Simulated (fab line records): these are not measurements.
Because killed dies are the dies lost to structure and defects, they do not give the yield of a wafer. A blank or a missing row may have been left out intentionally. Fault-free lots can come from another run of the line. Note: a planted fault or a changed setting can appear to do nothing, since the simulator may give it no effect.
fab line records	flow rit-cmos
[record] lots = 13	wafers = 39	last-day = 7
route steps=202 shown M1@190
lots that met no fault: taken from a fault-free run of the same line
start-h: start of the lot's first displayed wafer, in hours after the record's first day	wait-h: hours elapsed since this lot's preceding step	" identical to the entry in the row above	L1.1+2: a single row standing in for several wafers	- no value, or no start given	* or withheld: withheld	< > ~ a bound
route shown NAME@n: NAME is a module with steps in the file, n the number in the route of the first one	usual: mean/standard deviation taken from wafers without a fault	same: alike in all rows	chamber/n: place in a boat	sites: readings site by site	_std_site: how widely they spread, as a standard deviation	_edge_site: inner sites' mean taken away from outer sites' mean	radius-mm: how far each site lies from the wafer's centre	mask NAME#n: copy n	behind: the tool/chamber that last shaped the wafer	hold: reason for holding the lot/hours on hold/outcome of the hold	device: which transistor (n, p or np) failed to switch	end of line: tests of these same wafers at the route's end	step lacking rows: just its recipe	killed: not the wafer's yield, but the dies lost to structure and defects at the first sort	map: per-die view of a wafer (x killed, . not killed, _ where there is no die)
set.NAME: the setting as run; set.NAME@STEP: as run at that earlier step	model.NAME: the simulator's own value behind a step, which no gauge read
a sample of lots followed through the steps of the route, with each step as a table and each wafer as a row
services: from which hour (start-h, from the record's first day; less than 0 if before it) a tool's chamber was out of use, for how many hours, and why
[[steps]]
[step RIT_M1_EXPOSE_06]
[recipe] mask-id = M12	na = 0.6	source-shape = conventional	sigma-outer = 0.5	target-cd-nm = 2600	dose-mj = 250
lot.wafer	tool	chamber	start-h	wait-h	mask
L622.3+4+5	iline-stepper-01	0	53.75	0.1	M12#0
L623.1+5+6	iline-stepper-01	0	59.72	0.1	M12#0
L625.1+2+5	iline-stepper-01	0	70.06	0.1	M12#0
L626.2+5+6	iline-stepper-02	0	74.61	0.2	M12#0
L627.1+2+4	iline-stepper-01	0	79.10	0.2	M12#0
L629.2+5+6	iline-stepper-02	0	90.34	0.1	M12#0
L630.3+4+5	iline-stepper-02	0	94.36	0.1	M12_R1#0
L639.2+3+5	iline-stepper-02	0	138.90	0.2	M12#0
L640.2+3+6	iline-stepper-02	0	143.70	0.1	M12#0
L641.1+4+6	iline-stepper-02	0	150.04	0.1	M12#0
L642.2+3+6	iline-stepper-01	0	153.35	0.2	M12#0
L643.1+5+6	iline-stepper-02	0	160.76	0.2	M12#0
L645.4+5+6	iline-stepper-01	0	169.82	0.1	M12#0
[step RIT_M1_CD_MEAS_09]
[recipe] target-cd-nm = 2600
[usual] cd-nm = 2599.2/2.5
lot.wafer	tool	chamber	start-h	wait-h	cd-nm
L622.3	cd-sem-02	-	54.18	-	2597.6
L622.4	"	-	"	"	2598.1
L622.5	"	-	"	"	2597.3
L623.1	cd-sem-02	-	60.15	-	2597.7
L623.5	"	-	"	"	2597.9
L623.6	"	-	"	"	2598.1
L625.1	cd-sem-02	-	70.49	-	2598.8
L625.2	"	-	"	"	2600.2
L625.5	"	-	"	"	2597.9
L626.2	cd-sem-01	-	75.04	-	2596.3
L626.5	"	-	"	"	2593.2
L626.6	"	-	"	"	2594.7
L627.1	cd-sem-02	-	79.53	-	2603.6
L627.2	"	-	"	"	2602.3
L627.4	"	-	"	"	2602.3
L629.2	cd-sem-02	-	90.77	-	2596.8
L629.5	"	-	"	"	2597.6
L629.6	"	-	"	"	2599.0
L630.3	cd-sem-02	-	94.79	-	2751.0
L630.4	"	-	"	"	2749.2
L630.5	"	-	"	"	2751.1
L639.2	cd-sem-01	-	139.33	-	2596.4
L639.3	"	-	"	"	2596.8
L639.5	"	-	"	"	2595.9
L640.2	cd-sem-02	-	144.13	-	2599.6
L640.3	"	-	"	"	2601.3
L640.6	"	-	"	"	2603.5
L641.1	cd-sem-01	-	150.47	-	2600.1
L641.4	"	-	"	"	2602.5
L641.6	"	-	"	"	2602.9
L642.2	cd-sem-01	-	153.78	-	2599.2
L642.3	"	-	"	"	2599.0
L642.6	"	-	"	"	2600.1
L643.1	cd-sem-02	-	161.19	-	2602.1
L643.5	"	-	"	"	2603.5
L643.6	"	-	"	"	2601.9
L645.4	cd-sem-01	-	170.25	-	2594.2
L645.5	"	-	"	"	2592.3
L645.6	"	-	"	"	2595.0
[step RIT_M1_PROBE_99]
[usual] defect-limited-yield = 97.5/1.2	killed_at_M0_to_M3 = 0.0/0.22	killed-at-contacts = 0.0/0.18	killed-at-front-end = 7/3.1	killed-dies = 7/3.1	killed-open = 3.2/2.1	killed-short = 3.4/2	sort_bin_3_pad_short = 0.1/0.2	sort_bin_5_function = 1.5/0.82	sort_bin_6_memory = 0.9/0.63	sort-n-pass = 257/3.1	sort-yield-pct = 97.5/1.2
[same] gross-dies = 264	killed_at_M4_up = 0	killed-at-back-side = 0	killed-at-other = 0
lot.wafer	tool	chamber	start-h	wait-h	defect-limited-yield[%]	killed_at_M0_to_M3	killed-at-contacts	killed-at-front-end	killed-dies	killed-open	killed-short	sort_bin_3_pad_short[%]	sort_bin_5_function[%]	sort_bin_6_memory[%]	sort-n-pass	sort-yield-pct[%]
L622.3	prober-02	-	57.06	0.2	96.2	0	0	10	10	5	5	0	2.3	1.5	254	96.2
L622.4	prober-02	-	57.11	0.2	95.1	1	0	12	13	6	7	0	3.4	1.5	251	95.1
L622.5	prober-02	-	57.16	0.2	97.7	0	0	6	6	4	2	0	0.8	1.5	258	97.7
L623.1	prober-01	-	62.81	0.1	97.7	0	0	6	6	2	4	0.4	1.5	0.4	258	97.7
L623.5	prober-01	-	63.01	0.2	98.5	0	0	4	4	2	2	0	0.4	1.1	260	98.5
L623.6	prober-01	-	63.06	0.2	97.7	0	0	6	6	4	2	0	1.1	1.1	258	97.7
L625.1	prober-01	-	73.48	0.1	97.0	0	0	8	8	4	4	0.4	2.3	0.4	256	97.0
L625.2	prober-01	-	73.53	0.1	97.0	0	0	8	8	4	4	0.4	1.5	1.1	256	97.0
L625.5	prober-01	-	73.68	0.2	97.0	0	0	8	8	2	6	0	2.3	0.8	256	97.0
L626.2	prober-02	-	78.14	0.1	96.6	0	0	9	9	1	8	0.8	1.9	0.8	255	96.6
L626.5	prober-02	-	78.29	0.2	97.3	0	0	7	7	5	2	0	1.5	1.1	257	97.3
L626.6	prober-02	-	78.34	0.2	97.7	0	0	6	6	3	3	0.4	0.8	1.1	258	97.7
L627.1	prober-01	-	84.57	0.1	97.3	0	0	7	7	3	4	0	1.5	1.1	257	97.3
L627.2	prober-01	-	84.62	0.1	97.3	0	0	7	7	1	6	0.4	1.5	0.8	257	97.3
L627.4	prober-01	-	84.72	0.2	97.7	0	0	6	6	1	5	0.4	1.1	0.8	258	97.7
L629.2	prober-01	-	93.48	0.1	95.8	0	0	11	11	6	5	0.4	1.9	1.9	253	95.8
L629.5	prober-01	-	93.63	0.2	97.7	0	0	6	6	4	2	0	1.5	0.8	258	97.7
L629.6	prober-01	-	93.68	0.2	97.0	1	1	6	8	5	3	0.4	1.9	0.8	256	97.0
L630.3	prober-02	-	98.77	0.2	98.9	0	0	3	3	2	1	0	0.4	0.8	261	98.9
L630.4	prober-02	-	98.82	0.2	95.8	0	0	11	11	5	6	0	1.1	3.0	253	95.8
L630.5	prober-02	-	98.87	0.2	98.9	0	0	3	3	2	1	0	1.1	0	261	98.9
L639.2	prober-02	-	142.02	0.1	95.8	0	0	11	11	3	8	0.4	2.7	1.1	253	95.8
L639.3	prober-02	-	142.07	0.2	98.9	0	0	3	3	1	2	0	0.4	0.8	261	98.9
L639.5	prober-02	-	142.17	0.2	99.6	0	0	1	1	1	0	0	0.4	0	263	99.6
L640.2	prober-01	-	146.82	0.1	98.9	0	0	3	3	1	2	0	0.8	0.4	261	98.9
L640.3	prober-01	-	146.87	0.2	97.7	0	0	6	6	5	1	0	1.1	1.1	258	97.7
L640.6	prober-01	-	147.02	0.2	98.1	0	0	5	5	4	1	0	1.1	0.8	259	98.1
L641.1	prober-02	-	153.47	0.1	98.1	0	0	5	5	2	3	0	1.5	0.4	259	98.1
L641.4	prober-02	-	153.62	0.2	98.5	0	0	4	4	2	2	0	1.1	0.4	260	98.5
L641.6	prober-02	-	153.72	0.2	95.5	0	0	12	12	9	3	0	3.8	0.8	252	95.5
L642.2	prober-01	-	156.47	0.1	98.5	0	0	4	4	2	2	0	1.1	0.4	260	98.5
L642.3	prober-01	-	156.52	0.2	97.7	0	0	6	6	3	3	0.4	1.1	0.8	258	97.7
L642.6	prober-01	-	156.67	0.2	100.0	0	0	0	0	0	0	0	0	0	264	100.0
L643.1	prober-02	-	163.87	0.1	96.6	1	0	8	9	5	4	0	2.3	1.1	255	96.6
L643.5	prober-02	-	164.07	0.2	98.1	1	0	4	5	3	2	0	1.1	0.8	259	98.1
L643.6	prober-02	-	164.12	0.2	97.0	0	0	8	8	6	2	0	1.9	1.1	256	97.0
L645.4	prober-02	-	173.17	0.2	98.5	0	0	4	4	1	3	0	0.8	0.8	260	98.5
L645.5	prober-02	-	173.22	0.2	97.7	0	0	6	6	1	5	0	1.1	1.1	258	97.7
L645.6	prober-02	-	173.27	0.2	98.1	0	1	4	5	0	5	0.4	1.5	0	259	98.1
// killed by level:class
L622.3 FOX1:geometric-particle:open=2 REOX:geometric-particle:short=2 SILICIDE:geometric-particle:open=2 FOX1:geometric-particle:short=1 GATE:geometric-particle:short=1 SILICIDE:geometric-particle:short=1 REOX:geometric-particle:open=1
L622.4 REOX:geometric-particle:short=4 REOX:geometric-particle:open=3 GATE:geometric-particle:open=2 SILICIDE:geometric-particle:short=2 SPACER:geometric-particle:open=1 M1:geometric-particle:short=1
L622.5 GATE:geometric-particle:open=3 FOX2:geometric-particle:short=1 GATE:geometric-particle:short=1 REOX:geometric-particle:open=1
L623.1 FOX1:geometric-particle:open=2 GATE:geometric-particle:short=2 FOX1:geometric-particle:short=1 FOX2:geometric-particle:short=1
L623.5 FOX1:geometric-particle:open=2 SPACER:geometric-particle:short=2
L623.6 SPACER:geometric-particle:open=3 ACTIVE:geometric-particle:short=1 GATE:geometric-particle:open=1 GATE:geometric-particle:short=1
L625.1 GATE:geometric-particle:short=3 GATE:geometric-particle:open=2 REOX:geometric-particle:open=2 REOX:geometric-particle:short=1
L625.2 GATE:geometric-particle:open=3 SILICIDE:geometric-particle:short=3 GATE:geometric-particle:short=1 REOX:geometric-particle:open=1
L625.5 GATE:geometric-particle:short=3 ACTIVE:geometric-particle:short=1 FOX1:geometric-particle:open=1 REOX:geometric-particle:open=1 REOX:geometric-particle:short=1 SILICIDE:geometric-particle:short=1
L626.2 GATE:geometric-particle:short=4 FOX1:geometric-particle:short=2 FOX1:geometric-particle:open=1 FOX2:geometric-particle:short=1 SPACER:geometric-particle:short=1
L626.5 SILICIDE:geometric-particle:open=2 FOX1:geometric-particle:open=1 GATE:geometric-particle:short=1 GATE:geometric-particle:open=1 REOX:geometric-particle:open=1 SPACER:geometric-particle:short=1
L626.6 FOX1:geometric-particle:short=2 GATE:geometric-particle:open=2 FOX1:geometric-particle:open=1 GATE:geometric-particle:short=1
L627.1 REOX:geometric-particle:short=3 FOX2:geometric-particle:open=1 GATE:geometric-particle:open=1 GATE:geometric-particle:short=1 REOX:geometric-particle:open=1
L627.2 SPACER:geometric-particle:short=3 FOX1:geometric-particle:short=1 FOX1:geometric-particle:open=1 FOX2:geometric-particle:short=1 SILICIDE:geometric-particle:short=1
L627.4 FOX2:geometric-particle:short=2 GATE:geometric-particle:short=2 FOX2:geometric-particle:open=1 SILICIDE:geometric-particle:short=1
L629.2 GATE:geometric-particle:open=3 GATE:geometric-particle:short=2 SPACER:geometric-particle:short=2 SPACER:geometric-particle:open=2 REOX:geometric-particle:open=1 REOX:geometric-particle:short=1
L629.5 GATE:geometric-particle:open=2 GATE:geometric-particle:short=1 REOX:geometric-particle:short=1 SPACER:geometric-particle:open=1 SILICIDE:geometric-particle:open=1
L629.6 GATE:geometric-particle:open=2 FOX1:geometric-particle:short=1 FOX1:geometric-particle:open=1 REOX:geometric-particle:open=1 SILICIDE:geometric-particle:short=1 CONTACT:geometric-particle:open=1 M1:geometric-particle:short=1
L630.3 FOX1:geometric-particle:short=1 FOX1:geometric-particle:open=1 GATE:geometric-particle:open=1
L630.4 GATE:geometric-particle:short=4 FOX2:geometric-particle:open=2 GATE:geometric-particle:open=2 SPACER:geometric-particle:short=2 SPACER:geometric-particle:open=1
L630.5 GATE:geometric-particle:open=2 REOX:geometric-particle:short=1
L639.2 GATE:geometric-particle:short=3 SPACER:geometric-particle:short=3 FOX1:geometric-particle:short=2 GATE:geometric-particle:open=2 SPACER:geometric-particle:open=1
L639.3 FOX1:geometric-particle:open=1 GATE:geometric-particle:short=1 REOX:geometric-particle:short=1
L639.5 GATE:geometric-particle:open=1
L640.2 GATE:geometric-particle:short=2 SILICIDE:geometric-particle:open=1
L640.3 GATE:geometric-particle:open=2 FOX1:geometric-particle:open=1 FOX2:geometric-particle:open=1 GATE:geometric-particle:short=1 REOX:geometric-particle:open=1
L640.6 FOX2:geometric-particle:open=2 FOX1:geometric-particle:open=1 GATE:geometric-particle:short=1 REOX:geometric-particle:open=1
L641.1 SPACER:geometric-particle:short=2 GATE:geometric-particle:open=1 GATE:geometric-particle:short=1 SPACER:geometric-particle:open=1
L641.4 SILICIDE:geometric-particle:open=2 FOX2:geometric-particle:short=1 GATE:geometric-particle:short=1
L641.6 SPACER:geometric-particle:open=4 GATE:geometric-particle:open=3 FOX1:geometric-particle:short=1 FOX1:geometric-particle:open=1 FOX2:geometric-particle:open=1 GATE:geometric-particle:short=1 SPACER:geometric-particle:short=1
L642.2 GATE:geometric-particle:open=2 FOX1:geometric-particle:short=1 GATE:geometric-particle:short=1
L642.3 GATE:geometric-particle:open=2 SPACER:geometric-particle:short=2 GATE:geometric-particle:short=1 SPACER:geometric-particle:open=1
L643.1 REOX:geometric-particle:open=2 SILICIDE:geometric-particle:short=2 FOX2:geometric-particle:open=1 GATE:geometric-particle:short=1 REOX:geometric-particle:short=1 SILICIDE:geometric-particle:open=1 M1:geometric-particle:open=1
L643.5 REOX:geometric-particle:open=2 SILICIDE:geometric-particle:open=1 SILICIDE:geometric-particle:short=1 M1:geometric-particle:short=1
L643.6 SILICIDE:geometric-particle:open=2 FOX1:geometric-particle:open=1 FOX2:geometric-particle:open=1 GATE:geometric-particle:open=1 SPACER:geometric-particle:open=1 SPACER:geometric-particle:short=1 SILICIDE:geometric-particle:short=1
L645.4 SILICIDE:geometric-particle:short=2 REOX:geometric-particle:open=1 SPACER:geometric-particle:short=1
L645.5 GATE:geometric-particle:short=3 GATE:geometric-particle:open=1 REOX:geometric-particle:short=1 SPACER:geometric-particle:short=1
L645.6 FOX2:geometric-particle:short=1 GATE:geometric-particle:short=1 REOX:geometric-particle:short=1 SPACER:geometric-particle:short=1 CONTACT:geometric-particle:short=1
[[services]]
tool	chamber	start-h	hours	kind
iline-stepper-02	-	53.69	1.7	pm
iline-stepper-02	-	129.54	4.4	pm
iline-stepper-01	-	154.13	0.7	repair
[[key]]
[first-sign] step = RIT_M1_EXPOSE_06	reading = mask	direction = changed
[effect] step = RIT_M1_CD_MEAS_09	reading = cd-nm	direction = up	sigmas = 59	usual = 2599.2	struck = 2750.4
met-at RIT_M1_EXPOSE_06
struck-lots L630
onset-between 90.34 94.36
[fault] kind = wrong-mask	tool = any	chamber = -	onset-h = 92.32	steps = RIT_M1_EXPOSE_06	aux-copy = M12_R1#0	cd-offset-nm = 150	scope = struck-lots-only
